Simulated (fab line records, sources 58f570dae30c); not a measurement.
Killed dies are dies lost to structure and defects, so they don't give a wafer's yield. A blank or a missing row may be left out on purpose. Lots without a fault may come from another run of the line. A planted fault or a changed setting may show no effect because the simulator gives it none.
Which tool did it? | flow berkeley_cmos170 | 14 lots, 42 wafers sampled, at 4 steps of a route of 331

WHAT THE GAUGES READ, wafer by wafer
UCB170_V2_CD_MEAS_90: target cd 700 nm. Usual: cd_nm 699.5 nm, standard deviation 1.6.
lot  | measured     | on        | cd_nm (nm)        | flag
L673 | day 7 23:53  | cd_sem-01 | 698.3 698.6 698.2 |
L672 | day 8 00:01  | cd_sem-01 | 699.4 698.3 696.8 |
L675 | day 8 00:13  | cd_sem-02 | 698.9 698.9 697.2 |
L677 | day 8 22:30  | cd_sem-02 | 702.6 702.0 699.5 |
L679 | day 9 01:10  | cd_sem-01 | 699.0 699.3 697.4 |
L680 | day 9 01:28  | cd_sem-01 | 700.2 697.8 700.5 |
L682 | day 9 15:26  | cd_sem-02 | 697.8 697.3 699.0 |
L683 | day 10 12:04 | cd_sem-02 | 703.0 702.9 701.7 |
L687 | day 10 17:09 | cd_sem-01 | 699.2 701.9 700.1 |
L684 | day 10 17:25 | cd_sem-01 | 700.6 700.9 699.8 |
L690 | day 11 01:40 | cd_sem-01 | 699.9 697.5 700.6 |
L691 | day 11 02:04 | cd_sem-02 | 700.0 698.9 701.8 |
L689 | day 11 07:28 | cd_sem-02 | 702.8 698.6 699.8 |
L692 | day 11 21:12 | cd_sem-01 | 701.0 700.6 701.5 |

UCB170_M3_OVL_MEAS_16. Usual: M3_OVL -3 nm, standard deviation 6.
lot  | measured     | on         | M3_OVL (nm) | flag
L673 | day 8 02:56  | overlay-01 | 5 4 8       |
L672 | day 8 03:05  | overlay-02 | 0 0 -1      |
L675 | day 8 03:14  | overlay-01 | -5 -3 -2    |
L677 | day 9 00:58  | overlay-02 | -16 -4 -7   |
L679 | day 9 03:25  | overlay-02 | -9 -11 -1   |
L680 | day 9 03:43  | overlay-01 | -1 -1 2     |
L682 | day 9 18:48  | overlay-02 | 1 -5 5      |
L683 | day 10 14:20 | overlay-01 | -7 -5 -1    |
L687 | day 10 22:08 | overlay-02 | -10 -10 -13 |
L684 | day 10 21:52 | overlay-02 | 7 6 9       |
L690 | day 11 04:31 | overlay-02 | 3 -3 -4     |
L691 | day 11 04:36 | overlay-01 | -12 -9 -19  |
L689 | day 11 09:37 | overlay-01 | 4 -3 0      |
L692 | day 11 23:53 | overlay-02 | -2 5 -2     |

WHICH TOOL RAN EACH LOT (tool, then ch and the chambers of the sampled wafers, then the start)
lot  | UCB170_M2_ETCH_17                  | UCB170_V2_ETCH_14
L673 | rie_diel-01 ch 0,1,2, day 7 19:50  | rie_diel-04 ch 0,1,2, day 7 23:34
L672 | rie_diel-02 ch 0,3, day 7 20:11    | rie_diel-02 ch 1,2,3, day 7 23:43
L675 | rie_diel-01 ch 1,2,3, day 7 20:31  | rie_diel-03 ch 0,1,2, day 7 23:55
L677 | rie_diel-03 ch 2,3, day 8 19:55    | rie_diel-02 ch 1,2,3, day 8 22:13
L679 | rie_diel-03 ch 0,2,3, day 8 22:23  | rie_diel-02 ch 0,1,2, day 9 00:53
L680 | rie_diel-01 ch 0,1,3, day 8 22:48  | rie_diel-04 ch 0,1,2, day 9 01:10
L682 | rie_diel-01 ch 0,1, day 9 12:49    | rie_diel-03 ch 1,2, day 9 15:08
L683 | rie_diel-02 ch 1,2,3, day 10 08:29 | rie_diel-03 ch 1,2,3, day 10 11:43
L687 | rie_diel-02 ch 1,2, day 10 14:18   | rie_diel-02 ch 1,2,3, day 10 16:52
L684 | rie_diel-03 ch 2,3, day 10 14:30   | rie_diel-04 ch 0,1,2, day 10 17:07
L690 | rie_diel-03 ch 0,1,3, day 10 22:23 | rie_diel-02 ch 2,3, day 11 01:23
L691 | rie_diel-02 ch 1,2, day 10 22:30   | rie_diel-04 ch 0,2,3, day 11 01:46
L689 | rie_diel-02 ch 0,1,3, day 11 04:44 | rie_diel-04 ch 0,1,3, day 11 07:11
L692 | rie_diel-02 ch 0,1,2, day 11 18:15 | rie_diel-02 ch 1,2, day 11 20:55
- UCB170_M2_ETCH_17: etches BARC in N2/H2.
- UCB170_V2_ETCH_14: etches SiO2 in CHF3/CF4/Ar, stops on Al, target depth 1250 nm, time 291 s.

WHAT THE TOOLS THEMSELVES READ (means of the sampled wafers that have a number; where no wafer has one, the mark that the record gives instead)
UCB170_M2_ETCH_17. Usual: drypump_motor_current_A 5.7 A, standard deviation 0.44; oes_product_au 0.996 a.u., standard deviation 0.022; rf_fwd_power_W 494.9 W, standard deviation 2; throttle_valve_pct 13.24 %, standard deviation 0.18.
lot  | tool        | drypump_motor_current_A (A) | oes_product_au (a.u.) | rf_fwd_power_W (W) | throttle_valve_pct (%) | flag
L673 | rie_diel-01 | 5.5                         | 0.985                 | 495.0              | 13.25                  |
L672 | rie_diel-02 | 6.1                         | 0.974                 | 493.4              | 13.44                  |
L675 | rie_diel-01 | 5.4                         | 0.989                 | 493.2              | 13.32                  |
L677 | rie_diel-03 | 5.6                         | 1.009                 | 494.9              | 13.37                  |
L679 | rie_diel-03 | 5.7                         | 0.985                 | 494.6              | 13.24                  |
L680 | rie_diel-01 | 5.2                         | 1.010                 | 494.3              | 13.27                  |
L682 | rie_diel-01 | 5.4                         | 0.999                 | 494.9              | 13.18                  |
L683 | rie_diel-02 | 6.2                         | 1.001                 | 495.8              | 13.25                  |
L687 | rie_diel-02 | 6.0                         | 1.022                 | 495.1              | 13.05                  |
L684 | rie_diel-03 | 5.7                         | 0.991                 | 493.6              | 13.40                  |
L690 | rie_diel-03 | 5.5                         | 0.994                 | 494.2              | 13.13                  |
L691 | rie_diel-02 | 6.2                         | 1.031                 | 493.6              | 13.11                  |
L689 | rie_diel-02 | 6.0                         | 0.996                 | 493.9              | 13.31                  |
L692 | rie_diel-02 | 6.1                         | 1.008                 | 493.9              | 13.19                  |

UCB170_V2_ETCH_14. Usual: drypump_motor_current_A 6.0 A, standard deviation 0.48; oes_product_au 0.879 a.u., standard deviation 0.0074; rf_fwd_power_W 698.4 W, standard deviation 2; throttle_valve_pct 6.94 %, standard deviation 0.089.
lot  | tool        | drypump_motor_current_A (A) | oes_product_au (a.u.) | rf_fwd_power_W (W) | throttle_valve_pct (%) | flag
L673 | rie_diel-04 | 6.2                         | 0.883                 | 698.4              | 7.02                   |
L672 | rie_diel-02 | 6.2                         | 0.880                 | 698.7              | 6.90                   |
L675 | rie_diel-03 | 5.6                         | 0.881                 | 698.0              | 6.90                   |
L677 | rie_diel-02 | 6.2                         | 0.874                 | 702.0              | 6.91                   |
L679 | rie_diel-02 | 6.1                         | 0.877                 | 698.2              | 6.89                   |
L680 | rie_diel-04 | 6.2                         | 0.885                 | 698.8              | 7.03                   |
L682 | rie_diel-03 | 5.5                         | 0.878                 | 699.5              | 6.93                   |
L683 | rie_diel-03 | 5.5                         | 0.879                 | 699.1              | 6.92                   |
L687 | rie_diel-02 | 6.2                         | 0.884                 | 699.3              | 6.91                   |
L684 | rie_diel-04 | 6.2                         | 0.884                 | 698.5              | 7.02                   |
L690 | rie_diel-02 | 6.5                         | 0.873                 | 699.0              | 6.97                   |
L691 | rie_diel-04 | 6.6                         | 0.880                 | 697.4              | 7.01                   |
L689 | rie_diel-04 | 6.2                         | 0.881                 | 699.4              | 6.95                   |
L692 | rie_diel-02 | 6.3                         | 0.877                 | 697.3              | 6.89                   |

THE ANSWER, worked out from the rows above alone
Rule: a lot is off if the mean of its wafers that have a number lies more than 3 standard deviations from the usual mean. A lot without any number at a reading at which 4 lots or more have one is off too. The other lots that the step has rows for count as sound. The gauges are gone through in route order, then the tools' own readings, and for those a lot's mean is taken as printed above. The first step at which some lot is off is used, and at that step the reading that is off furthest; a lot without a number counts as furthest.
No lot is off at any reading shown: from this, nothing can be told.

WHAT THE SIMULATOR HAD PUT IN
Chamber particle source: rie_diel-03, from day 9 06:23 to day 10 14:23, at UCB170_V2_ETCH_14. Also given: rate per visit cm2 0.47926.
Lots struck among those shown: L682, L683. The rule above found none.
